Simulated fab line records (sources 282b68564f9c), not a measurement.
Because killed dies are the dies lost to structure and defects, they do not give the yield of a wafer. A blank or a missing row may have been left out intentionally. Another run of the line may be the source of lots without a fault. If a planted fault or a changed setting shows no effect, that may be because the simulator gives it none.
One fault through the eyes of 2 desks :: flow rit_cmos :: numbers are kept per desk, each desk with only its own; the story behind them comes last

== AT THE METROLOGY DESK ==
What the gauges read for every lot (on any tool): the sampled wafers with a number, averaged. Any lot whose mean is over 4 standard deviations away from the usual mean is out of limits and marked OUT; that distance is given in the brackets.
Columns: A = cd_nm at RIT_ACTIVE_CD_MEAS_11, usual 1399.9 nm
lot: L174
first seen here: day 1 17:16
A: 1398.2

lot: L175
first seen here: day 1 19:50
A: 1398.5

lot: L177
first seen here: day 2 05:50
A: 1400.4

lot: L178
first seen here: day 2 11:43
A: 1398.9

lot: L179
first seen here: day 2 16:20
A: 1395.5

lot: L182
first seen here: day 3 07:19
A: 1400.3

lot: L184
first seen here: day 3 17:46
A: 1397.2

lot: L185
first seen here: day 3 21:50
A: 1400.4

lot: L191
first seen here: day 5 05:14
A: 1402.7

lot: L192
first seen here: day 5 08:27
A: 1395.6

lot: L194
first seen here: day 5 20:07
A: 1399.5

lot: L195
first seen here: day 6 01:52
A: 1398.2

lot: L196
first seen here: day 6 04:29
A: 1401.3

lot: L197
first seen here: day 6 10:39
A: 1402.6
Finding of this desk: none of the 14 lots has anything out of limits.

== THE TOOL OWNER'S DESK: wet_bench-01 ==
The tool's own readings at RIT_REOX_CLEAN_00 (cleans in SC1, time 600 s): means of the sampled wafers that have a number, for each lot that ran on this tool. Any lot whose mean is over 4 standard deviations away from the usual mean is out of limits and marked OUT; that distance is given in the brackets.
Columns: A = bath_heat_duty_pct at RIT_REOX_CLEAN_00, usual 15.2 %; B = run_length_s at RIT_REOX_CLEAN_00, usual 628 s
lot: L177
first seen here: day 3 08:19
A: 13.8
B: 626

lot: L179
first seen here: day 3 20:55
A: 13.8
B: 628

lot: L191
first seen here: day 6 09:23
A: 13.2
B: 542 (-23) OUT

lot: L194
first seen here: day 6 22:03
A: 13.9
B: 550 (-21) OUT

lot: L195
first seen here: day 7 00:33
A: 12.9
B: 635

lot: L196
first seen here: day 7 09:31
A: 13.9
B: 627
This desk's finding: out of limits on L191, L194; first on L191, day 6 09:23 (run_length_s at RIT_REOX_CLEAN_00). L177, L179, L195, L196 stayed within limits.

== ALL TOGETHER ==
On L191, L194, at day 6 09:23, an alarm was possible from the tool owner's desk.
The metrology desk saw nothing out of limits.
The metrology desk has L191, L194 on record, within its limits.
RIT_REOX_CLEAN_00 was run on wet_bench-01 by each of the lots named.

== WHAT THE SIMULATOR PUT IN ==
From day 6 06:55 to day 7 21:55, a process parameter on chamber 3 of wet_bench-01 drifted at RIT_REOX_CLEAN_00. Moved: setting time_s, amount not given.
Shown lots that were struck: L191, L194.
Each desk's first reading out of limits, in hours after the fault started: the tool owner's desk, 2.
